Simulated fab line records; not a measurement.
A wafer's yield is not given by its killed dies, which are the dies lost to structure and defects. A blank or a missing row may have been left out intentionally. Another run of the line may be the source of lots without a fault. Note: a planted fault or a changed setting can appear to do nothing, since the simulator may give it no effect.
Struck lot and sound lot, side by side || flow ritCmos || 15 out of 202 route steps
Sound: wafers L479.1, L479.2, L479.4. Wafers L478.1, L478.3, L478.6 were the ones struck. The cause is named last.
Per side, at each step with rows, come the tool, then ch with its chambers, and then its first start. Under that, the readings that differ: sound wafers || struck wafers || difference of the means || sigmas: that difference in standard deviations of wafers without a fault.
alike: readings whose means differ by less than 2 such deviations, and words and numbers that are the same on both sides. not compared: withheld readings, readings that some wafer has no value for, bounds like >300 that may hide the same value, and numbers for which the record gives no deviation and whose values overlap.
A row with sigmas, a row that says differs or no value, or rows on one side alone: a step with any of these is where the two part. Numbers that don't overlap but have no deviation are shown without sigmas and don't part them. A reading missing from all wafers of one side parts the sides only when that side holds two or more wafers.

RIT_ACTIVE_THK_MEAS_04:
  sound: filmMetro-01 at day 6 04:03; struck: filmMetro-02 at day 5 23:58
  alike: ACTIVE_NITRIDE_THK
then, 6 steps without rows for these wafers: RIT_ACTIVE_HMDS_05 (prime time 60 s); RIT_ACTIVE_COAT_06 (resist thk 1000 nm); RIT_ACTIVE_SOFTBAKE_07 (time 60 s); RIT_ACTIVE_EXPOSE_08 (exposes mask M1, target cd 1400 nm); RIT_ACTIVE_PEB_09; RIT_ACTIVE_DEVELOP_10 (develop time 49.27 s).
RIT_ACTIVE_CD_MEAS_11: target cd 1400 nm.
  sound: cdSem-01 at day 6 05:05; struck: cdSem-02 at day 6 00:52
  alike: cdNm
then, 1 step without rows for these wafers: RIT_ACTIVE_HARDBAKE_12 (time 60 s).
RIT_ACTIVE_ETCH_13: etches Si3N4 in SF6, stops on SiO2, time 210 s, target depth 210 nm.
  sound on rieDiel-03 ch 0,1, day 6 05:22; struck on rieDiel-04 ch 0,2,3, day 6 01:08
  alike: chamberPressureMTorr, drypumpMotorCurrentA, oesProductAu, rfFwdPowerW, throttleValvePct
  not compared: rfHoursCounterH
RIT_ACTIVE_STRIP_14: strips in O2, time 180 s.
  sound on plasmaAsher-04 ch 0,1, day 6 05:29; struck on plasmaAsher-04 ch 0,1, day 6 01:16
  alike: chamberPressureMTorr, drypumpMotorCurrentA
  not compared: rfHoursCounterH
RIT_ACTIVE_CD_MEAS_90: target cd 1400 nm.
  sound: cdSem-02 at day 6 05:40; struck: cdSem-02 at day 6 01:27
  alike: cdNm
RIT_ACTIVE_CLEAN_15: cleans in SC1, time 600 s.
  sound on wetBench-03 ch 1, day 6 05:47; struck on wetBench-04 ch 3, day 6 01:34
{"reading": "runLengthS (s)", "sound": "634 634 634", "struck": "600 600 600", "difference": -34, "sigmas": -10}
  alike: bathGuardTempC
then, 1 step without rows for these wafers: RIT_ACTIVE_CLEAN_16 (cleans in dHF, time 30 s).
RIT_M1_PROBE_99:
  sound: prober-02 at day 8 00:40; struck: prober-02 at day 7 22:32
  alike: killed_at_M0_to_M3, killedAtContacts, killedAtFrontEnd, killedDies, killedOpen, killedShort

## WHERE THEY PART
Within this record, at RIT_ACTIVE_CLEAN_15 only. Later steps at which nothing parts them and some readings are alike: RIT_M1_PROBE_99.

WHY: what had been put in by the simulator
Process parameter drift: wetBench-04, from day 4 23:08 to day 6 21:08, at RIT_ACTIVE_CLEAN_15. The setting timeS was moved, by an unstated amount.
